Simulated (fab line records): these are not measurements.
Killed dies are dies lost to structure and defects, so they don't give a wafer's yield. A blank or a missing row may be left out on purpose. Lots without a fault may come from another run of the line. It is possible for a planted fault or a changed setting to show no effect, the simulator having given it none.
Comparing a struck lot with a sound one :: flow rit cmos :: 18 out of 202 route steps
Sound: wafers L493.2, L493.3, L493.4. Struck: wafers L510.1, L510.4, L510.5. At the end, the cause is stated.
Each step with rows lists, per side, the tool, then ch with its chambers, then its first start. Under that, the readings that differ: sound wafers :: struck wafers :: difference of the means :: sigmas: that difference in standard deviations of wafers without a fault.
alike: same words and numbers on both sides, and readings whose means sit less than 2 such deviations apart. not compared: any withheld reading, any reading some wafer has no value for, any bound like >300 that may hide the same value, and any number with overlapping values for which the record gives no deviation.
A row with sigmas, a row that says differs or no value, or rows on one side alone: a step with any of these is where the two part. Numbers that have no deviation but don't overlap get no sigmas and don't part them. A reading missing from all wafers of one side parts the sides only when that side holds two or more wafers.

first, 4 steps without rows for these wafers: RIT_NSD_SOFTBAKE_02 (time 60 s); RIT_NSD_EXPOSE_03 (exposes mask M9, target cd 40700 nm); RIT_NSD_PEB_04; RIT_NSD_DEVELOP_05 (develop time 50 s).
RIT_NSD_OVL_MEAS_06:
  sound: overlay-01 at day 4 06:23; struck: overlay-02 at day 8 00:03
  alike: NSD_OVL
then, 2 steps without rows for these wafers: RIT_NSD_HARDBAKE_07 (time 60 s); RIT_NSD_IMPLANT_08.
RIT_NSD_STRIP_09: strips in O2, time 180 s.
  sound on plasma asher-04 ch 0,1, day 4 06:43; struck on plasma asher-02 ch 0,1, day 8 00:23
reading: rf refl power W (W)
sound: 4.2 5.2 4.1
struck: 9.0 5.4 9.3
difference: +3.4
sigmas: +2
  alike: drypump motor current A
  not compared: rf hours counter h
RIT_NSD_TW_MEAS_10:
  sound: film metro-01 at day 4 06:54; struck: film metro-02 at day 8 00:34
  alike: NSD_TW
then, 3 steps without rows for these wafers: RIT_PSD_HMDS_00 (prime time 60 s); RIT_PSD_COAT_01 (resist thk 1000 nm); RIT_PSD_SOFTBAKE_02 (time 60 s).
RIT_PSD_EXPOSE_03: exposes mask M10, target cd 40900 nm.
  sound on iline stepper-02 ch 0, day 4 07:25; struck on iline stepper-02 ch 0, day 8 01:17
reading: model.PSD.overlay x nm (nm)
sound: -0.1596 -0.1596 -0.1596
struck: 129.6 129.6 129.6
difference: +129.8
sigmas: 
  alike: mask
then, 2 steps without rows for these wafers: RIT_PSD_PEB_04; RIT_PSD_DEVELOP_05 (develop time 50 s).
RIT_PSD_OVL_MEAS_06:
  sound: overlay-01 at day 4 07:49; struck: overlay-02 at day 8 01:43
reading: PSD_OVL (nm)
sound: -3.4 -2.1 -3.2
struck: 128.0 129.6 125.7
difference: +130.7
sigmas: +82
then, 1 step without rows for these wafers: RIT_PSD_HARDBAKE_07 (time 60 s).
RIT_M1_PROBE_99:
  sound: prober-01 at day 4 17:02; struck: prober-02 at day 8 10:34
reading: model.etest.select edge diode p.leak log10 a (angstrom)
sound: -10.46 -10.2 -10.33
struck: -9.808 -9.806 -10.19
difference: +0.395
sigmas: 
  alike: killed_at_M0_to_M3, killed at contacts, killed at front end, killed dies, killed open, killed short

WHERE THEY PART
First at RIT_NSD_STRIP_09; last, within this record, at RIT_PSD_OVL_MEAS_06. Later steps at which nothing parts them and some readings are alike: RIT_M1_PROBE_99.

WHY: whatever the simulator had introduced
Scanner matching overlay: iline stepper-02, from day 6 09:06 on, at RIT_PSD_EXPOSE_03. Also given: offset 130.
